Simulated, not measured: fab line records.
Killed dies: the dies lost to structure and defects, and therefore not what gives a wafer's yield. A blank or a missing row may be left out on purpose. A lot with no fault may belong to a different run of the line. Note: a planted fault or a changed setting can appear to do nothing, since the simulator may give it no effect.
Which tool did it? -- flow berkeleyCmos170 -- 45 wafers from 15 lots sampled at 2 of the route's 331 steps

WHAT THE GAUGES SHOWED, per wafer
UCB170_START_THK_MEAS_03.
lot,measured,on,START_OXIDE_THK (nm)
L807,day 1 14:34,filmMetro-02,20.4 20.4 20.6
L808,day 1 21:39,filmMetro-01,20.1 20.0 20.3
L809,day 2 00:50,filmMetro-02,19.6 20.1 20.0
L811,day 2 07:40,filmMetro-01,20.1 20.3 19.8
L813,day 2 23:10,filmMetro-02,20.0 20.1 20.1
L814,day 2 23:10,filmMetro-04,20.0 19.5 20.0
L817,day 3 19:59,filmMetro-01,19.7 19.5 19.5
L818,day 3 19:59,filmMetro-02,19.5 19.3 19.6
L820,day 4 06:20,filmMetro-04,19.8 19.8 19.6
L823,day 5 01:40,filmMetro-02,19.3 20.0 19.3
L825,day 5 09:47,filmMetro-01,20.1 20.3 20.7
L827,day 5 20:38,filmMetro-02,20.2 20.3 20.3
L828,day 6 00:44,filmMetro-02,19.9 20.2 20.1
L829,day 6 05:43,filmMetro-02,20.2 20.7 20.7
L830,day 6 11:10,filmMetro-01,20.1 20.2 20.3

UCB170_PWELL_THK_MEAS_03.
lot,measured,on,PWELL_OXIDE_THK (nm)
L807,day 3 03:02,filmMetro-02,26.9 26.9 27.3
L808,day 3 10:08,filmMetro-02,26.2 26.4 26.2
L809,day 3 10:08,filmMetro-04,26.9 26.4 27.3
L811,day 3 20:57,filmMetro-03,26.6 26.4 26.5
L813,day 4 09:04,filmMetro-04,26.5 26.6 26.6
L814,day 4 09:04,filmMetro-03,26.5 26.5 26.4
L817,day 5 08:16,filmMetro-04,27.3 27.2 27.1
L818,day 5 08:17,filmMetro-03,26.6 26.8 27.2
L820,day 5 16:31,filmMetro-02,27.6 27.3 27.4
L823,day 6 10:30,filmMetro-03,26.7 27.2 27.3
L825,day 6 22:20,filmMetro-02,27.3 27.2 27.1
L827,day 7 08:36,filmMetro-02,27.2 27.1 27.4
L828,day 7 17:01,filmMetro-03,26.2 26.1 25.7
L829,day 7 17:01,filmMetro-02,26.2 26.1 26.1
L830,day 8 04:18,filmMetro-02,26.5 26.2 26.6

WHAT TOOL EACH LOT RAN ON (gives the tool, then ch and the chambers of the sampled wafers, and finally the start)
There is no process step in the record ahead of these readings.

AS READ BY THE TOOLS THEMSELVES (means over the sampled wafers that have a number; for cases with no such wafer, the mark the record gives instead)
The record holds no such reading with a usual standard deviation.

THE ANSWER, worked out from the rows above alone
Rule: what is usual is taken from the lots themselves. Put in order of their means at a reading, lots are off if they are a third of the lots or fewer, leave a main group of 4 or more, and stand apart from it by a gap of 3 or more times the standard deviation of the main group's means; of several such gaps the widest counts. A main group whose means are all the same, to the digits that the tables above print for the reading, isn't used. A lot without any number at a reading at which 4 lots or more have one is off too. Any other lot the step has rows for is counted as sound. After the gauges, taken in route order, come the tools' own readings; for these a lot's mean is taken, as printed above. The first step at which some lot is off is used, and at that step the reading that is off furthest; a lot without a number counts as furthest.
Across all readings shown, no lot is off: no conclusion can be drawn from this.

WHAT THE SIMULATOR PUT IN
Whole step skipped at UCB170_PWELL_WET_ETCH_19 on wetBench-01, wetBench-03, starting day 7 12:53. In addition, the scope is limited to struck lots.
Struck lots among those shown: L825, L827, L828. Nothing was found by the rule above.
